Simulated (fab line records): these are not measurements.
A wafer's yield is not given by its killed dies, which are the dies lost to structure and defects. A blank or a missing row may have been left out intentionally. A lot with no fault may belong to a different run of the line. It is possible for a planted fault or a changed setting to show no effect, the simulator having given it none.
Problem report, 8D (eight disciplines) form, completed by code + flow rit_cmos + the parts of the form that need people (team, actions taken, sign-off) are left out

1. PROBLEM STATEMENT
ACTIVE_OXIDE_THK at RIT_ACTIVE_THK_MEAS_02 reads a mean of 61.7 nm on 9 wafers of 3 lots; wafers without a fault read 47.0 nm with a standard deviation of 0.77. Measured from the usual mean, that is +19 standard deviations.
First seen on wafer L292.3, day 4 15:04, on film_metro-03. The record holds 45 wafers of 15 lots with a number at this step. By rule, "out" or "out of limits" means more than 4 standard deviations away from the usual mean. The other wafers with a number count as sound.

2. WHAT IT IS AND WHAT IT IS NOT
| question                    | is                           | is not                                                                          |
|-----------------------------|------------------------------|---------------------------------------------------------------------------------|
| which readings at this step | ACTIVE_OXIDE_THK             | -                                                                               |
| which lots                  | L292, L293, L295             | L277, L278, L280, L281, L283, L284, L285, L286, L287, L297, L298, L299          |
| which wafers of those lots  | all that have a number       | -                                                                               |
| read on which gauges        | film_metro-01, film_metro-03 | film_metro-04                                                                   |
| when                        | from day 4 15:04             | up to then (27 sound wafers); but 9 sound wafers of L297, L298, L299 came after |

3. WHAT RULES OUT EACH SUSPECT
Counting: a tool at any process step up to the reading remains a suspect when it ran all the lots that are out and ran no sound lot after the first of those.
- the gauge at RIT_ACTIVE_THK_MEAS_02: ruled out. Those wafers that are out were read across 2 gauges (film_metro-01, film_metro-03).
- furnace-02 at RIT_ACTIVE_OXIDATION_01 (target thk 46.8 nm, ox time 3360 s): kept. It processed each lot that is out, first L292 at day 4 13:07, and no sound lot thereafter; up to then, the last sound lot it processed was L284 at day 2 21:07.
The count leaves furnace-02 at RIT_ACTIVE_OXIDATION_01.

4. THE CAUSE (what the simulator had put in)
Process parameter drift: furnace-02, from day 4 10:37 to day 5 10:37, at RIT_ACTIVE_OXIDATION_01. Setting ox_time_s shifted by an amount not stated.
This tool alone remained once counting was done.

5. SEQUENCE OF EFFECTS, ordered by route
Rows list readings where the struck wafers' mean (over those with a number) sits beyond 3 standard deviations from the usual. Scope: only readings with a usual standard deviation given in the record; hours: median across lots of the time from each lot's start at the first step in this table that gives one to its start at this step; sigmas: change in usual standard deviations.
| hours | step                   | reading          | usual   | on struck wafers | change | sigmas |
|-------|------------------------|------------------|---------|------------------|--------|--------|
| 0     | RIT_ACTIVE_THK_MEAS_02 | ACTIVE_OXIDE_THK | 47.0 nm | 61.7             | +14.7  | +19    |

6. WHAT WOULD HAVE CAUGHT IT SOONER
4 hours passed between the start of the fault at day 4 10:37 and the first reading out of limits at a measuring or inspecting step in this record, taken at day 4 15:04.
An alarm limit of 4 standard deviations would not have fired on the tool readings at RIT_ACTIVE_OXIDATION_01 for which the record gives a usual standard deviation, since none of them was out on any struck wafer.
Lots out: 3; of these, L293, L295 started RIT_ACTIVE_OXIDATION_01 on furnace-02 after day 4 15:04. A hold on the tool at that time would have spared those 2.
